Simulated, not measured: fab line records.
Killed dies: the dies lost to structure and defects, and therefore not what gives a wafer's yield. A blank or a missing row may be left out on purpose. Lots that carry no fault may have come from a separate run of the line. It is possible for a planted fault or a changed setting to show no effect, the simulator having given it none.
Struck lot and sound lot, side by side + flow berkeley-cmos170 + 12 out of 331 route steps
Sound: these wafers, L768.1, L768.2, L768.3. Wafers L776.1, L776.4, L776.6 were the ones struck. The cause is named last.
Order at every step that has rows: each side's tool, ch and its chambers, its first start. Under that, the readings that differ: sound wafers + struck wafers + difference of the means + sigmas: that difference in standard deviations of wafers without a fault.
alike: same words and numbers on both sides, and readings whose means sit less than 2 such deviations apart. not compared: any withheld reading, any reading some wafer has no value for, any bound like >300 that may hide the same value, and any number with overlapping values for which the record gives no deviation.
The two part at a step that has a row with sigmas, a row that says differs or no value, or rows on one side only. Numbers that have no deviation but don't overlap get no sigmas and don't part them. Lack of a reading on every wafer of one side parts them only where that side has two or more wafers.

UCB170_START_BOW_MEAS_00:
  sound on film-metro-03, day 3 07:00; struck on film-metro-02, day 4 23:00
  alike: INCOMING_BOW
then, 2 steps without rows for these wafers: UCB170_START_CLEAN_01 (cleans in dHF, time 60 s); UCB170_START_OXIDATION_02 (target thk 20 nm, ox time 1800 s).
UCB170_START_THK_MEAS_03:
  sound on film-metro-02, day 3 11:07; struck on film-metro-02, day 5 03:41
  alike: START_OXIDE_THK
then, 5 steps without rows for these wafers: UCB170_START_ANNEAL_04 (time 1200 s); UCB170_ZERO_HMDS_00 (prime time 60 s); UCB170_ZERO_COAT_01 (resist thk 900 nm); UCB170_ZERO_SOFTBAKE_02 (time 60 s); UCB170_ZERO_EXPOSE_03 (exposes mask PM MARKS, target cd 4000 nm).
UCB170_ZERO_PEB_04:
  sound on litho-track-03 ch 0, day 3 16:07; struck on litho-track-02 ch 0, day 5 09:38
| reading                  | sound                | struck               | difference | sigmas      |
|--------------------------|----------------------|----------------------|------------|-------------|
| heater-power-total-W (W) | 56.80 56.79 56.75    | 67.75 67.73 67.73    | +10.96     | +99 or more |
| plate-temp-C (C)         | 129.91 130.22 129.93 | 148.71 148.81 148.87 | +18.78     | +99 or more |
then, 1 step without rows for these wafers: UCB170_ZERO_DEVELOP_05 (develop time 45 s).
UCB170_M3_PROBE_99:
  rows exist in the record for the sound wafers here (prober-01, day 9 14:59), none for the struck ones

WHERE THEY PART
First at UCB170_ZERO_PEB_04; last, within this record, at UCB170_M3_PROBE_99.

WHY: whatever the simulator had introduced
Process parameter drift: litho-track-02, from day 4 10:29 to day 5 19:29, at UCB170_ZERO_PEB_04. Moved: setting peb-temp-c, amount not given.
